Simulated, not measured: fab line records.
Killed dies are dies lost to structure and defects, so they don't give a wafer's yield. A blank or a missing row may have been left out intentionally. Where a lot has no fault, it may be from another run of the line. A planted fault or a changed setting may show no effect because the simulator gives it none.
Which tool did it? / flow berkeley-cmos170 / 21 wafers from 7 lots sampled at 3 of the route's 331 steps

WHAT THE GAUGES READ, wafer by wafer
UCB170_M3_RS_MEAS_02: uses a four-point probe to measure.
lot=L582; measured=day 9 06:33; on=film-metro-02; M3_AL_RS (ohm/sq)=0.0325 0.0325 0.0326
lot=L585; measured=day 9 09:37; on=film-metro-02; M3_AL_RS (ohm/sq)=0.0322 0.0321 0.0321
lot=L587; measured=day 9 21:36; on=film-metro-03; M3_AL_RS (ohm/sq)=0.0320 0.0317 0.0315
lot=L590; measured=day 10 11:31; on=film-metro-03; M3_AL_RS (ohm/sq)=0.0329 0.0328 0.0329
lot=L592; measured=day 10 11:28; on=film-metro-01; M3_AL_RS (ohm/sq)=0.0320 0.0321 0.0319
lot=L594; measured=day 11 03:04; on=film-metro-03; M3_AL_RS (ohm/sq)=0.0298 0.0298 0.0299
lot=L602; measured=day 12 11:02; on=film-metro-02; M3_AL_RS (ohm/sq)=0.0318 0.0319 0.0316

TOOL THAT RAN EACH LOT (tool first, then ch and the chambers of the sampled wafers, then the start)
lot=L582; UCB170_PVT_STRIP_08=plasma-asher-04 ch 0, day 6 15:20; UCB170_M3_SPUTTER_01=pvd-sputter-03, day 9 06:28
lot=L585; UCB170_PVT_STRIP_08=plasma-asher-04 ch 1, day 7 06:38; UCB170_M3_SPUTTER_01=pvd-sputter-02, day 9 09:31
lot=L587; UCB170_PVT_STRIP_08=plasma-asher-01 ch 0,1, day 7 16:28; UCB170_M3_SPUTTER_01=pvd-sputter-03, day 9 21:29
lot=L590; UCB170_PVT_STRIP_08=plasma-asher-04 ch 0,1, day 8 04:38; UCB170_M3_SPUTTER_01=pvd-sputter-04, day 10 11:25
lot=L592; UCB170_PVT_STRIP_08=plasma-asher-01 ch 0,1, day 8 07:31; UCB170_M3_SPUTTER_01=pvd-sputter-02, day 10 11:20
lot=L594; UCB170_PVT_STRIP_08=plasma-asher-04 ch 0,1, day 8 22:30; UCB170_M3_SPUTTER_01=pvd-sputter-02, day 11 02:58
lot=L602; UCB170_PVT_STRIP_08=plasma-asher-01 ch 1, day 10 09:45; UCB170_M3_SPUTTER_01=pvd-sputter-03, day 12 10:57
- UCB170_PVT_STRIP_08: strips in O2.
- UCB170_M3_SPUTTER_01: material Al, target thk 900 nm, time 120 s.

THE ANSWER, worked out from the rows above alone
Rule: the lots themselves supply what counts as usual. The widest of any qualifying gaps counts: lots, ordered by their means at a reading, are off when they make up no more than a third of the lots, leave a main group of 4 or more, and stand apart from it by 3 or more times the standard deviation of that group's means. A main group is skipped when, at the precision printed for the reading in the tables above, its means are all equal. Also off: a lot with no number at a reading for which 4 or more lots have one. Where the step has rows for the other lots, those lots are counted as sound.
Off: L594, at UCB170_M3_RS_MEAS_02 (M3_AL_RS). The main group: mean 0.0322 ohm/sq, standard deviation 0.00041.
A tool fits if, at a process step before that reading, it ran every lot that is off, and no sound lot after the first of them. Gauges at UCB170_M3_RS_MEAS_02: tried the same way as those tools. Can't be told from this: 3 tools fit, plasma-asher-04 at UCB170_PVT_STRIP_08, pvd-sputter-02 at UCB170_M3_SPUTTER_01, film-metro-03 at UCB170_M3_RS_MEAS_02.

WHAT THE SIMULATOR PUT IN
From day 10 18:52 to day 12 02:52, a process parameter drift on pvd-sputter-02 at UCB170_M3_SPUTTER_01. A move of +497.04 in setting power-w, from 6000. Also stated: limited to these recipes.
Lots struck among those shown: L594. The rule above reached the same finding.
